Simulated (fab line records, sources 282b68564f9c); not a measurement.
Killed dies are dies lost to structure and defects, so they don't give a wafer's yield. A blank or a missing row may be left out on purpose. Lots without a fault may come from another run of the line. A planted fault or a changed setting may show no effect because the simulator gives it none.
A struck lot beside a sound one | flow rit_cmos | 17 steps out of a route of 202
Sound: wafers L184.2, L184.3, L184.5. Struck: wafers L203.1, L203.5, L203.6. The cause comes at the end.
At each step with rows: each side's tool, then ch and its chambers, then its first start. Under that, the readings that differ: sound wafers | struck wafers | difference of the means | sigmas: that difference in standard deviations of wafers without a fault.
alike: readings whose means differ by less than 2 such deviations, and words and numbers that are the same on both sides. not compared: withheld readings, readings that some wafer has no value for, bounds like >300 that may hide the same value, and numbers for which the record gives no deviation and whose values overlap.
The two part at a step that has a row with sigmas, a row that says differs or no value, or rows on one side only. Numbers that don't overlap but have no deviation are shown without sigmas and don't part them. A reading that every wafer of one side lacks parts them only if that side has two wafers or more.

first, 1 step without rows for these wafers: RIT_PRETRO_DEVELOP_05 (develop time 68 s).
RIT_PRETRO_OVL_MEAS_06:
  sound on overlay-02, day 3 03:12; struck on overlay-02, day 6 21:13
  alike: PRETRO_OVL
then, 2 steps without rows for these wafers: RIT_PRETRO_HARDBAKE_07 (time 120 s); RIT_PRETRO_IMPLANT_08.
RIT_PRETRO_STRIP_09: strips in O2, time 180 s.
  sound on plasma_asher-02 ch 0, day 3 03:38; struck on plasma_asher-02 ch 0,1, day 6 21:39
  alike: drypump_motor_current_A
  not compared: rf_hours_counter_h
RIT_PRETRO_TW_MEAS_10:
  sound on film_metro-03, day 3 03:49; struck on film_metro-01, day 6 21:49
  reading   | sound       | struck      | difference | sigmas
  PRETRO_TW | 461 464 463 | 476 477 477 | +14        | +2
then, 5 steps without rows for these wafers: RIT_GATE_WET_ETCH_00 (etches SiO2 in BOE, target depth 56 nm, time 60 s); RIT_GATE_CLEAN_01 (cleans in SC1, time 600 s); RIT_GATE_CLEAN_02 (cleans in dHF, time 30 s); RIT_GATE_CLEAN_03 (cleans in SC2, time 600 s); RIT_GATE_CLEAN_04 (cleans in dHF, time 60 s).
RIT_FOX2_THK_MEAS_91:
  sound on film_metro-03, day 3 04:17; struck on film_metro-02, day 6 22:18
  reading                     | sound       | struck      | difference | sigmas
  FIELD_OXIDE_LEFT_2_THK (nm) | 248 251 252 | 262 267 266 | +15        | +3
RIT_GATE_OXIDATION_05: target thk 3 nm, ox time 270 s.
  sound on furnace-03 ch 0, day 3 04:26; struck on furnace-03 ch 0, day 6 22:22
  reading                                     | sound                | struck               | difference | sigmas
  spike_tc_centre_C (C)                       | 904.1 903.3 901.9    | 771.0 770.8 769.0    | -132.8     | -99 or more
  spike_tc_load_C (C)                         | 926.3 925.0 924.1    | 791.7 792.7 790.8    | -133.4     | -83
  spike_tc_source_C (C)                       | 924.5 924.3 926.4    | 790.1 790.4 789.2    | -135.2     | -56
  tube_center_temp_C (C)                      | 900.04 900.08 899.99 | 767.45 767.41 767.62 | -132.54    | -99 or more
  tube_center_temp_C_max                      | 901.8 902.7 903.1    | 769.4 769.6 770.1    | -132.8     | -99 or more
  zone_power_load_pct (%)                     | 27.0 27.5 27.4       | 19.5 19.3 19.3       | -7.9       | -6
  zone_power_source_pct (%)                   | 28.9 29.1 28.9       | 20.6 20.4 20.6       | -8.4       | -6
  model.SiO2_of_GATE_OXIDATION_05.thk_nm (nm) | 3.072 3.057 3.08     | 0.5025 0.4985 0.4688 | -2.5797    |
  alike: zone_power_centre_pct
then, 1 step without rows for these wafers: RIT_GATE_ANNEAL_06 (time 600 s).
RIT_GATE_THK_MEAS_07:
  sound on film_metro-03, day 3 05:47; struck on film_metro-03, day 7 01:00
  reading             | sound          | struck         | difference | sigmas
  GATE_OXIDE_THK (nm) | 3.06 3.05 3.11 | 0.51 0.49 0.46 | -2.59      | -43
then, 1 step without rows for these wafers: RIT_GATE_CVD_08 (deposits poly-Si from SiH4, target thk 250 nm, time 2220 s).
RIT_M1_PROBE_99:
  the record has rows for the struck wafers here (prober-01, day 8 01:22) and none for the sound ones

WHERE THEY PART
First at RIT_PRETRO_TW_MEAS_10; last, within this record, at RIT_M1_PROBE_99.

WHY: what the simulator had put in
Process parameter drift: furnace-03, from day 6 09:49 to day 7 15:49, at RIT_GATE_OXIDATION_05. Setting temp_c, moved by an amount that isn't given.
